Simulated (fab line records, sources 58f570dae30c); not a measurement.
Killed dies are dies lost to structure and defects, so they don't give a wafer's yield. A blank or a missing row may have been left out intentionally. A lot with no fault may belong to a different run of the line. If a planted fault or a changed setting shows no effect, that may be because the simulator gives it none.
fab line records | flow berkeleyCmos170
record lots=5 wafers=23
route steps=331 shown START@3 NWELL@24 PWELL@45 ACTIVE@65 PFIELD@80 SACOX@98 PLDD@154
startH: hours from the record's opening day to when the first of the lot's shown wafers began | waitH: hours since the lot's step before | " same as the row above | L1.1+2: several wafers, shown together as one row | - value missing, or start not given | * or withheld: withheld | < > ~ a bound
route shown NAME@n: names a module that has steps shown in the file, with the first one's number in the route | usual: mean/standard deviation taken from wafers without a fault | same: alike in all rows | chamber/n: place in a boat | sites: readings site by site | _std_site: the standard deviation of these | _edge_site: the outer-site mean with the inner-site mean subtracted | radiusMm: for every site, how far away it sits from the centre of the wafer | mask NAME#n: copy n | behind: tool/chamber where the wafer was last shaped | hold: why the lot was held/for how many hours/how that ended | device: which transistor (n, p or np) failed to switch | end of line: at the end of the route, the tests of the same wafers | where a step has no rows: the recipe by itself | killed: the dies lost at the first sort to structure and to defects; this is not the yield of the wafer | map: the dies of a wafer, with x for killed, . for not killed, _ for no die there
set.NAME: the setting the step ran with; set.NAME@STEP: the setting that earlier step ran with | model.NAME: the simulator's own value behind a step, which no gauge read
lots where settings were altered on purpose, with a table for each step and a row for each wafer
## steps
# step UCB170_START_OXIDATION_02
# recipe tempC=950 ambient=O2 targetThkA=200 oxTimeS=1800
# columns lot.wafer tool chamber startH waitH set.oxTimeS model.SiO2_of_START_OXIDATION_02.thkNm
L075.3 furnace-04 0 17.32 2.2 1800 19.82
L075.4 " 0 " " 1800 19.42
L075.5 " 0 " " 1800 19.36
L076.1 - - - 2.6 1800 20.23
L076.2 " - " " 1800 20.28
L076.4 " - " " 1800 20.53
L076.5 " - " " 1800 20.2
L076.6 " - " " 1800 20.16
L077.1 - - - 2.4 1531 18.25
L077.3 " - " " 1531 18.65
L077.4 " - " " 1531 18.11
L077.5 " - " " 1531 18.19
L077.6 " - " " 1531 18.44
L079.1 - - - 2.8 2044 22.12
L079.3 " - " " 2044 22.03
L079.4 " - " " 2044 22.15
L079.5 " - " " 2044 22.23
L079.6 " - " " 2044 21.76
L082.1 - - - 0.7 1534 17.82
L082.2+3 " - " " 1534 17.55
L082.4 " - " " 1534 17.86
L082.5 " - " " 1534 17.65
# step UCB170_START_THK_MEAS_03
# recipe reads=SiO2_of_START_OXIDATION_02
# usual START_OXIDE_THK=19.9/0.33
# columns lot.wafer tool chamber startH waitH set.oxTimeS@START_OXIDATION_02 START_OXIDE_THK[nm]
L075.3 filmMetro-02 - 18.84 0.0 1800 19.9
L075.4 " - " " 1800 19.4
L075.5 " - " " 1800 19.4
L076.1 filmMetro-02 - - - 1800 20.2
L076.2 " - " " 1800 20.3
L076.4 " - " " 1800 20.5
L076.5 " - " " 1800 20.2
L076.6 " - " " 1800 20.1
L077.1 filmMetro-02 - - - 1531 18.2
L077.3 " - " " 1531 18.7
L077.4 " - " " 1531 18.0
L077.5 " - " " 1531 18.1
L077.6 " - " " 1531 18.4
L079.1 filmMetro-04 - - - 2044 22.0
L079.3 " - " " 2044 22.0
L079.4 " - " " 2044 22.1
L079.5 " - " " 2044 22.3
L079.6 " - " " 2044 21.8
L082.1 filmMetro-01 - - - 1534 17.8
L082.2 " - " " 1534 17.6
L082.3 " - " " 1534 17.6
L082.4 " - " " 1534 18.0
L082.5 " - " " 1534 17.6
# step UCB170_NWELL_PEB_10
# recipe pebTempC=130 pebTimeS=withheld resist=KrF
# columns lot.wafer tool chamber startH waitH set.pebTempC
L075.3+4+5 lithoTrack-03 0 36.50 0.4 130
L076.1+2+5 lithoTrack-02 0 38.65 0.1 126.8
L076.4+6 " 0 " " 130
L077.1+4+5 lithoTrack-03 0 44.02 0.5 128.4
L077.3+6 " 0 " " 130
L079.1+3+6 lithoTrack-02 0 57.91 0.5 126.4
L079.4+5 " 0 " " 130
L082.1+3 lithoTrack-01 0 68.26 0.1 130
L082.2+4+5 " 0 " " 132.9
# step UCB170_NWELL_DEVELOP_11
# recipe developer=TMAH developTimeS=45 resist=KrF devTempC=21
# step UCB170_NWELL_ETCH_13
# recipe chemistry=CH3F/Ar/O2 target=Si3N4 stopOn=SiO2 CH3F_flow_sccm=20 Ar_flow_sccm=50 O2_flow_sccm=7 pressureMtorr=50 rfW=450 targetDepthA=2464 overEtchFrac=0.1 timeS=154
# columns lot.wafer tool chamber startH waitH set.pebTempC@NWELL_PEB_10 model.NWELL.cdNm
L075.3 rieDiel-01 1 36.76 0.0 130 3001
L075.4 " 0 " " 130 3002
L075.5 " 1 " " 130 3000
L076.1 rieDiel-02 2 38.96 0.0 126.8 2978
L076.2 " 0 " " 126.8 2977
L076.4 " 1 " " 130 3003
L076.5 " 3 " " 126.8 2980
L076.6 " 2 " " 130 3004
L077.1+4 rieDiel-02 2,0 44.33 0.0 128.4 -
L077.3 " 3 " " 130 3003
L077.5 " 1 " " 128.4 2991
L077.6 " 2 " " 130 3001
L079.1+3 rieDiel-01 3,1 58.22 0.0 126.4 2973
L079.4 " 2 " " 130 3001
L079.5 " 0 " " 130 3000
L079.6 " 3 " " 126.4 2971
L082.1+3 rieDiel-04 0,3 68.57 0.0 130 3003
L082.2 " 1 " " 132.9 3021
L082.4 " 2 " " 132.9 3019
L082.5 " 0 " " 132.9 3020
# step UCB170_NWELL_IMPLANT_14
# recipe species=P doseCm2=1e+13 energyKev=150 tiltDeg=7
# columns lot.wafer tool chamber startH waitH set.doseCm2
L075.3+4+5 implanter-01 0 36.91 0.1 1e+13
L076.1+6 implanter-04 0 39.07 0.1 1.045e+13
L076.2+4+5 " 0 " " 1e+13
L077.1+4 implanter-01 0 44.43 0.1 1e+13
L077.3+5+6 " 0 " " 1.038e+13
L079.1+3+4 implanter-04 0 58.32 0.1 1.053e+13
L079.5+6 " 0 " " 1e+13
L082.1+2 implanter-04 0 68.68 0.1 1e+13
L082.3+4+5 " 0 " " 1.036e+13
# step UCB170_NWELL_STRIP_15
# recipe chemistry=O2 powerW=400 pressureMtorr=3500 platenTempC=withheld o2FlowSccm=400 overashFraction=0.5
# step UCB170_NWELL_TW_MEAS_16
# usual NWELL_TW=1254/5.4
# columns lot.wafer tool chamber startH waitH set.doseCm2@NWELL_IMPLANT_14 NWELL_TW
L075.3 filmMetro-01 - 37.13 0.1 1e+13 1257
L075.4 " - " " 1e+13 1261
L075.5 " - " " 1e+13 1267
L076.1 filmMetro-01 - 39.32 0.1 1.045e+13 1282
L076.2 " - " " 1e+13 1258
L076.4 " - " " 1e+13 1261
L076.5 " - " " 1e+13 1258
L076.6 " - " " 1.045e+13 1281
L077.1 filmMetro-01 - 44.68 0.1 1e+13 1250
L077.3 " - " " 1.038e+13 1268
L077.4 " - " " 1e+13 1258
L077.5 " - " " 1.038e+13 1272
L077.6 " - " " 1.038e+13 1269
L079.1 filmMetro-04 - 58.57 0.1 1.053e+13 1279
L079.3 " - " " 1.053e+13 1274
L079.4 " - " " 1.053e+13 1277
L079.5 " - " " 1e+13 1248
L079.6 " - " " 1e+13 1252
L082.1 filmMetro-03 - 68.93 0.1 1e+13 1260
L082.2 " - " " 1e+13 1260
L082.3 " - " " 1.036e+13 1270
L082.4 " - " " 1.036e+13 1273
L082.5 " - " " 1.036e+13 1269
# step UCB170_PWELL_PEB_11
# recipe pebTempC=130 pebTimeS=withheld resist=KrF
# columns lot.wafer tool chamber startH waitH set.pebTempC
L076.1+2+4+5+6 lithoTrack-01 0 52.98 0.4 130
L075.3+4+5 lithoTrack-02 0 52.98 0.8 130
L077.1+5+6 lithoTrack-04 0 61.05 0.4 132.3
L077.3+4 " 0 " " 130
L079.1+3+5 lithoTrack-04 0 78.44 0.7 130
L079.4+6 " 0 " " 128.2
L082.1+4+5 lithoTrack-02 0 81.98 0.1 130
L082.2+3 " 0 " " 127.6
# step UCB170_PWELL_ETCH_14
# recipe chemistry=CH3F/Ar/O2 target=Si3N4 stopOn=SiO2 CH3F_flow_sccm=20 Ar_flow_sccm=50 O2_flow_sccm=7 pressureMtorr=50 rfW=450 targetDepthA=2420 overEtchFrac=0.1 timeS=151
# columns lot.wafer tool chamber startH waitH set.overEtchFrac set.pebTempC@PWELL_PEB_11 model.PWELL.cdNm
L075.3+5 rieDiel-04 2,3 53.24 0.0 0.1 130 3000
L075.4 " 1 " " 0.1 130 2999
L076.1 rieDiel-03 1 53.29 0.0 0.08683 130 3001
L076.2 " 2 " " 0.1 130 3002
L076.4 " 3 " " 0.1 130 -
L076.5 " 0 " " 0.08683 130 3002
L076.6 " 1 " " 0.1 130 3001
L077.1+5 rieDiel-03 2,3 61.36 0.0 0.1 132.3 3012
L077.3 " 3 " " 0.07367 130 2996
L077.4 " 1 " " 0.07367 130 2997
L077.6 " 2 " " 0.07367 132.3 3012
L079.1 rieDiel-01 0 78.75 0.0 0.1 130 3000
L079.3 " 3 " " 0.111 130 2999
L079.4 " 1 " " 0.111 128.2 2987
L079.5 " 0 " " 0.1 130 3002
L079.6 " 3 " " 0.1 128.2 2988
L082.1 rieDiel-04 3 82.29 0.0 0.1175 130 3002
L082.2 " 1 " " 0.1175 127.6 2984
L082.3 " 0 " " 0.1 127.6 2983
L082.4 " 2 " " 0.1175 130 3001
L082.5 " 0 " " 0.1 130 3001
# step UCB170_ACTIVE_CVD_05
# recipe material=Si3N4 targetThkNm=220 tempC=800 precursor=SiH2Cl2/NH3 timeS=3300 pressureMtorr=200 sih2cl2FlowSccm=25 nh3FlowSccm=75
# columns lot.wafer tool chamber startH waitH set.tempC model.Si3N4_of_ACTIVE_CVD_05.thkNm
L075.3 lpcvd-02 0 76.49 2.8 800 218.6
L075.4 " 0 " " 800 219.5
L075.5 " 0 " " 800 218.5
L076.1 - - - 2.8 793.5 195.2
L076.2 " - " " 793.5 195.4
L076.4 " - " " 793.5 196.5
L076.5 " - " " 793.5 195.5
L076.6 " - " " 793.5 197.2
L077.1 - - - 0.0 800 218.7
L077.3 " - " " 800 218.6
L077.4 " - " " 800 217.8
L077.5 " - " " 800 216.7
L077.6 " - " " 800 216.8
L079.1 - - - 0.0 800 218.2
L079.3 " - " " 800 218.3
L079.4 " - " " 800 219.5
L079.5 " - " " 800 217.5
L079.6 " - " " 800 218.4
L082.1 - - - 0.0 789.3 177.8
L082.2 " - " " 789.3 176.4
L082.3 " - " " 789.3 179.6
L082.4 " - " " 789.3 178.4
L082.5 " - " " 789.3 178.3
# step UCB170_ACTIVE_THK_MEAS_06
# recipe reads=Si3N4_of_ACTIVE_CVD_05
# usual ACTIVE_NITRIDE_THK=219.1/1.8
# columns lot.wafer tool chamber startH waitH set.tempC@ACTIVE_CVD_05 ACTIVE_NITRIDE_THK[nm]
L076.1 filmMetro-01 - - - 793.5 195.3
L076.2 " - " " 793.5 195.5
L076.4 " - " " 793.5 196.7
L076.5 " - " " 793.5 195.6
L076.6 " - " " 793.5 197.0
L075.3 filmMetro-04 - 78.43 0.0 800 218.7
L075.4 " - " " 800 219.4
L075.5 " - " " 800 218.7
L077.1 filmMetro-04 - - - 800 218.8
L077.3 " - " " 800 218.6
L077.4 " - " " 800 217.8
L077.5 " - " " 800 216.7
L077.6 " - " " 800 216.8
L079.1 filmMetro-02 - - - 800 218.4
L079.3 " - " " 800 218.3
L079.4 " - " " 800 219.5
L079.5 " - " " 800 217.5
L079.6 " - " " 800 218.5
L082.1 filmMetro-04 - - - 789.3 177.8
L082.2 " - " " 789.3 176.5
L082.3 " - " " 789.3 179.7
L082.4 " - " " 789.3 178.3
L082.5 " - " " 789.3 178.2
# step UCB170_ACTIVE_PEB_11
# recipe pebTempC=130 pebTimeS=withheld resist=KrF
# columns lot.wafer tool chamber startH waitH set.pebTempC
L075.3+4+5 lithoTrack-03 0 79.49 0.1 130
L076.1+4+6 lithoTrack-04 0 79.72 0.2 130
L076.2+5 " 0 " " 131.5
L077.1+3 lithoTrack-03 0 84.61 0.7 130
L077.4+5+6 " 0 " " 133.6
L079.1+4 lithoTrack-03 0 103.09 0.1 128
L079.3+5+6 " 0 " " 130
L082.1+3+5 lithoTrack-03 0 108.90 0.3 130
L082.2+4 " 0 " " 132
# step UCB170_ACTIVE_DEVELOP_12
# recipe developer=TMAH developTimeS=45 resist=KrF devTempC=21
# step UCB170_ACTIVE_CD_MEAS_13
# recipe targetCdNm=1200
# usual cdNm=1199.9/0.92
# columns lot.wafer tool chamber startH waitH set.pebTempC@ACTIVE_PEB_11 cdNm
L075.3 cdSem-02 - 79.75 - 130 1200.3
L075.4 " - " " 130 1200.3
L075.5 " - " " 130 1199.4
L076.1 cdSem-02 - 79.99 - 130 1198.3
L076.2 " - " " 131.5 1189.4
L076.4 " - " " 130 1199.6
L076.5 " - " " 131.5 1191.0
L076.6 " - " " 130 1199.2
L077.1 cdSem-01 - 84.88 - 130 1198.9
L077.3 " - " " 130 1197.8
L077.4 " - " " 133.6 1177.2
L077.5 " - " " 133.6 1177.6
L077.6 " - " " 133.6 1177.3
L079.1 cdSem-01 - 103.37 - 128 1213.3
L079.3 " - " " 130 1199.8
L079.4 " - " " 128 1214.6
L079.5 " - " " 130 1199.6
L079.6 " - " " 130 1198.3
L082.1 cdSem-01 - 109.17 - 130 1200.5
L082.2 " - " " 132 1188.1
L082.3 " - " " 130 1200.4
L082.4 " - " " 132 1188.2
L082.5 " - " " 130 1199.0
# step UCB170_ACTIVE_ETCH_15
# recipe chemistry=CH3F/Ar/O2 target=Si3N4 stopOn=SiO2 CH3F_flow_sccm=20 Ar_flow_sccm=50 O2_flow_sccm=7 pressureMtorr=50 rfW=450 targetDepthA=2420 overEtchFrac=0.1 timeS=151
# columns lot.wafer tool chamber startH waitH set.tempC@ACTIVE_CVD_05 set.pebTempC@ACTIVE_PEB_11 model.etch.depthNm model.ACTIVE.cdNm
L075.3 rieDiel-02 3 79.87 0.0 800 130 218.6 1200
L075.4 " 2 " " 800 130 219.5 1200
L075.5 " 2 " " 800 130 218.5 1200
L076.1 rieDiel-03 0 80.15 0.0 793.5 130 195.2 1199
L076.2 " 2 " " 793.5 131.5 195.4 1189
L076.4 " 3 " " 793.5 130 196.5 1200
L076.5 " 3 " " 793.5 131.5 195.5 1191
L076.6 " 2 " " 793.5 130 197.2 1199
L077.1 rieDiel-04 3 85.04 0.0 800 130 218.7 1199
L077.3 " 1 " " 800 130 218.6 1198
L077.4 " 0 " " 800 133.6 217.8 -
L077.5 " 1 " " 800 133.6 216.7 1178
L077.6 " 0 " " 800 133.6 216.8 1177
L079.1 rieDiel-04 0 103.52 0.0 800 128 218.2 1213
L079.3 " 3 " " 800 130 218.3 1200
L079.4 " 0 " " 800 128 219.5 1215
L079.5 " 0 " " 800 130 217.5 1200
L079.6 " 3 " " 800 130 218.4 1198
L082.1 rieDiel-02 0 109.33 0.0 789.3 130 177.8 1201
L082.2 " 1 " " 789.3 132 176.4 1188
L082.3 " 2 " " 789.3 130 179.6 1200
L082.4 " 2 " " 789.3 132 178.4 1188
L082.5 " 0 " " 789.3 130 178.3 1199
# step UCB170_ACTIVE_STRIP_16
# recipe chemistry=O2 powerW=400 pressureMtorr=3500 platenTempC=withheld o2FlowSccm=400 overashFraction=0.5
# step UCB170_ACTIVE_CD_MEAS_90
# recipe targetCdNm=1200
# usual cdNm=1199.8/0.92
# columns lot.wafer tool chamber startH waitH set.pebTempC@ACTIVE_PEB_11 cdNm
L075.3 cdSem-01 - 80.12 0.1 130 1200.3
L075.4 " - " " 130 1200.4
L075.5 " - " " 130 1199.5
L076.1 cdSem-02 - 80.35 0.1 130 1199.0
L076.2 " - " " 131.5 1188.9
L076.4 " - " " 130 1199.2
L076.5 " - " " 131.5 1190.3
L076.6 " - " " 130 1198.7
L077.1 cdSem-02 - 85.24 0.1 130 1199.0
L077.3 " - " " 130 1197.3
L077.4 " - " " 133.6 1177.5
L077.5 " - " " 133.6 1177.6
L077.6 " - " " 133.6 1177.6
L079.1 cdSem-02 - 103.85 0.1 128 1213.5
L079.3 " - " " 130 1200.0
L079.4 " - " " 128 1214.4
L079.5 " - " " 130 1200.0
L079.6 " - " " 130 1198.8
L082.1 cdSem-02 - 109.53 0.1 130 1200.4
L082.2 " - " " 132 1188.1
L082.3 " - " " 130 1200.6
L082.4 " - " " 132 1188.3
L082.5 " - " " 130 1198.9
# step UCB170_PFIELD_COAT_01
# recipe resist=KrF spinRpm=1500 resistThkNm=900
# columns lot.wafer tool chamber startH waitH set.resistThkNm model.KrF_of_PFIELD_COAT_01.thkNm
L075.3 lithoTrack-03 0 84.08 0.1 900 898.4
L075.4 " 0 " " 900 898.6
L075.5 " 0 " " 900 897.9
L076.1 lithoTrack-04 0 84.33 0.1 925.9 923.8
L076.2 " 0 " " 925.9 924.6
L076.4 " 0 " " 900 900.7
L076.5 " 0 " " 900 900.6
L076.6 " 0 " " 900 899
L077.1 lithoTrack-02 0 86.33 0.1 875.3 872.3
L077.3 " 0 " " 875.3 874.4
L077.4 " 0 " " 875.3 873
L077.5 " 0 " " 900 899.5
L077.6 " 0 " " 900 896.9
L079.1 lithoTrack-03 0 106.15 0.1 900 903
L079.3 " 0 " " 900 903.2
L079.4 " 0 " " 900 900.6
L079.5 " 0 " " 900 902
L079.6 " 0 " " 900 904.2
L082.1 lithoTrack-02 0 110.10 0.1 925.6 922.3
L082.2 " 0 " " 925.6 918.1
L082.3 " 0 " " 900 893.2
L082.4 " 0 " " 900 892.1
L082.5 " 0 " " 925.6 921.9
# step UCB170_PFIELD_SOFTBAKE_02
# recipe resist=KrF tempC=130 timeS=60
# step UCB170_PFIELD_EXPOSE_03
# recipe maskId=PFIELD na=0.5 sigmaOuter=0.6 sourceShape=conventional targetCdNm=1500 doseMj=30
# step UCB170_PFIELD_IMPLANT_07
# recipe species=B doseCm2=1.963e+13 energyKev=80 tiltDeg=7
# step UCB170_PFIELD_STRIP_08
# recipe chemistry=O2 powerW=400 pressureMtorr=3500 platenTempC=withheld o2FlowSccm=400 overashFraction=0.5
# usual stripTimeToEndpointS=21.61/0.059
# columns lot.wafer tool chamber startH waitH set.resistThkNm@PFIELD_COAT_01 stripTimeToEndpointS
L076.1 plasmaAsher-02 1 85.64 0.1 925.9 22.19
L076.2 " 0 " " 925.9 22.22
L076.4 " 0 " " 900 21.64
L076.5 " 0 " " 900 21.65
L076.6 " 1 " " 900 21.61
L075.3 plasmaAsher-01 0 85.65 0.1 900 21.60
L075.4 " 1 " " 900 21.59
L075.5 " 0 " " 900 21.59
L077.1 plasmaAsher-02 1 87.54 0.1 875.3 20.98
L077.3 " 1 " " 875.3 21.00
L077.4 " 0 " " 875.3 20.98
L077.5 " 1 " " 900 21.62
L077.6 " 0 " " 900 21.54
L079.1 plasmaAsher-02 1 107.81 0.1 900 21.69
L079.3 " 0 " " 900 21.70
L079.4 " 1 " " 900 21.64
L079.5 " 1 " " 900 21.66
L079.6 " 0 " " 900 21.73
L082.1 plasmaAsher-04 1 111.26 0.1 925.6 22.17
L082.2 " 0 " " 925.6 22.05
L082.3 " 0 " " 900 21.46
L082.4 " 1 " " 900 21.43
L082.5 " 1 " " 925.6 22.17
# step UCB170_SACOX_OXIDATION_01
# recipe tempC=900 ambient=O2 targetThkA=144 oxTimeS=2400
# columns lot.wafer tool chamber startH waitH set.tempC model.SiO2_of_SACOX_OXIDATION_01.thkNm
L075.3 furnace-02 0 99.45 2.2 900 14.63
L075.4 " 0 " " 900 14.5
L075.5 " 0 " " 900 14.59
L076.1 - - - 2.2 916.2 16.48
L076.2 " - " " 916.2 16.83
L076.4 " - " " 916.2 16.92
L076.5 " - " " 916.2 16.61
L076.6 " - " " 916.2 16.84
L077.1 - - - 1.1 924 18.05
L077.3 " - " " 924 18.06
L077.4 " - " " 924 18
L077.5 " - " " 924 18.09
L077.6 " - " " 924 18.02
L079.1 - - - 3.6 915.9 16.63
L079.3 " - " " 915.9 16.82
L079.4 " - " " 915.9 16.81
L079.5 " - " " 915.9 16.57
L079.6 " - " " 915.9 16.9
L082.1 - - - 1.3 887.4 12.26
L082.2 " - " " 887.4 12.39
L082.3 " - " " 887.4 12.38
L082.4 " - " " 887.4 12.55
L082.5 " - " " 887.4 12.35
# step UCB170_SACOX_THK_MEAS_02
# recipe reads=SiO2_of_SACOX_OXIDATION_01
# usual SACOX_OXIDE_THK=14.30/0.2
# columns lot.wafer tool chamber startH waitH set.tempC@SACOX_OXIDATION_01 SACOX_OXIDE_THK[nm]
L075.3 filmMetro-01 - 101.14 0.0 900 14.66
L075.4 " - " " 900 14.48
L075.5 " - " " 900 14.56
L076.1 filmMetro-02 - - - 916.2 16.44
L076.2 " - " " 916.2 16.84
L076.4 " - " " 916.2 16.98
L076.5 " - " " 916.2 16.62
L076.6 " - " " 916.2 16.84
L077.1 filmMetro-01 - - - 924 18.06
L077.3 " - " " 924 18.05
L077.4 " - " " 924 18.02
L077.5 " - " " 924 18.09
L077.6 " - " " 924 18.07
L079.1 filmMetro-03 - - - 915.9 16.63
L079.3 " - " " 915.9 16.82
L079.4 " - " " 915.9 16.79
L079.5 " - " " 915.9 16.60
L079.6 " - " " 915.9 16.88
L082.1 filmMetro-01 - - - 887.4 12.26
L082.2 " - " " 887.4 12.35
L082.3 " - " " 887.4 12.39
L082.4 " - " " 887.4 12.53
L082.5 " - " " 887.4 12.36
# step UCB170_PLDD_IMPLANT_09
# recipe species=BF2 doseCm2=5e+13 energyKev=10 tiltDeg=7 rotationDeg=180
# columns lot.wafer tool chamber startH waitH set.energyKev model.implant.rpNm model.implant.drpNm
L075.3+4+5 implanter-04 0 121.20 0.1 10 9.94 6.005
L076.1+4 implanter-02 0 121.27 0.1 10.59 10.45 6.248
L076.2+5+6 " 0 " " 10 10.01 6.005
L077.1+4 implanter-04 0 136.24 0.1 10.44 10.85 6.187
L077.3+5+6 " 0 " " 10 10.5 6.005
L079.1+3+4+5+6 implanter-02 0 151.51 0.1 10 10.47 6.005
L082.1+3+4 implanter-02 0 152.34 0.1 10 10.29 6.005
L082.2+5 " 0 " " 10.58 10.73 6.244
## key
split step=UCB170_START_OXIDATION_02 setting=oxTimeS stated=1800 by=lot
response step=UCB170_START_OXIDATION_02 reading=model.SiO2_of_START_OXIDATION_02.thkNm change=+0.141 per=1% r=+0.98
response step=UCB170_START_THK_MEAS_03 reading=START_OXIDE_THK change=+0.141 per=1% r=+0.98
split step=UCB170_NWELL_PEB_10 setting=pebTempC stated=130 by=wafer
response step=UCB170_NWELL_ETCH_13 reading=model.NWELL.cdNm change=+9.46 per=1% r=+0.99
split step=UCB170_NWELL_IMPLANT_14 setting=doseCm2 stated=1e+13 by=wafer
response step=UCB170_NWELL_TW_MEAS_16 reading=NWELL_TW change=+4.42 per=1% r=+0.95
split step=UCB170_PWELL_PEB_11 setting=pebTempC stated=130 by=wafer
response step=UCB170_PWELL_ETCH_14 reading=model.PWELL.cdNm change=+9.12 per=1% r=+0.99
split step=UCB170_PWELL_ETCH_14 setting=overEtchFrac stated=0.1 by=wafer
response none clear
split step=UCB170_ACTIVE_CVD_05 setting=tempC stated=800 by=lot
response step=UCB170_ACTIVE_CVD_05 reading=model.Si3N4_of_ACTIVE_CVD_05.thkNm change=+29.5 per=1% r=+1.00
response step=UCB170_ACTIVE_THK_MEAS_06 reading=ACTIVE_NITRIDE_THK change=+29.5 per=1% r=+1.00
response step=UCB170_ACTIVE_ETCH_15 reading=model.etch.depthNm change=+29.5 per=1% r=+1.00
split step=UCB170_ACTIVE_PEB_11 setting=pebTempC stated=130 by=wafer
response step=UCB170_ACTIVE_CD_MEAS_13 reading=cdNm change=-7.94 per=1% r=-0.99
response step=UCB170_ACTIVE_ETCH_15 reading=model.ACTIVE.cdNm change=-8.03 per=1% r=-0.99
response step=UCB170_ACTIVE_CD_MEAS_90 reading=cdNm change=-7.86 per=1% r=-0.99
split step=UCB170_PFIELD_COAT_01 setting=resistThkNm stated=900 by=wafer
response step=UCB170_PFIELD_COAT_01 reading=model.KrF_of_PFIELD_COAT_01.thkNm change=+9.1 per=1% r=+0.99
response step=UCB170_PFIELD_STRIP_08 reading=stripTimeToEndpointS change=* per=1% r=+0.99
split step=UCB170_SACOX_OXIDATION_01 setting=tempC stated=900 by=lot
response step=UCB170_SACOX_OXIDATION_01 reading=model.SiO2_of_SACOX_OXIDATION_01.thkNm change=+1.37 per=1% r=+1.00
response step=UCB170_SACOX_THK_MEAS_02 reading=SACOX_OXIDE_THK change=+1.37 per=1% r=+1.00
split step=UCB170_PLDD_IMPLANT_09 setting=energyKev stated=10 by=wafer
response step=UCB170_PLDD_IMPLANT_09 reading=model.implant.rpNm change=+0.0764 per=1% r=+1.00
response step=UCB170_PLDD_IMPLANT_09 reading=model.implant.drpNm change=+0.0413 per=1% r=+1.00
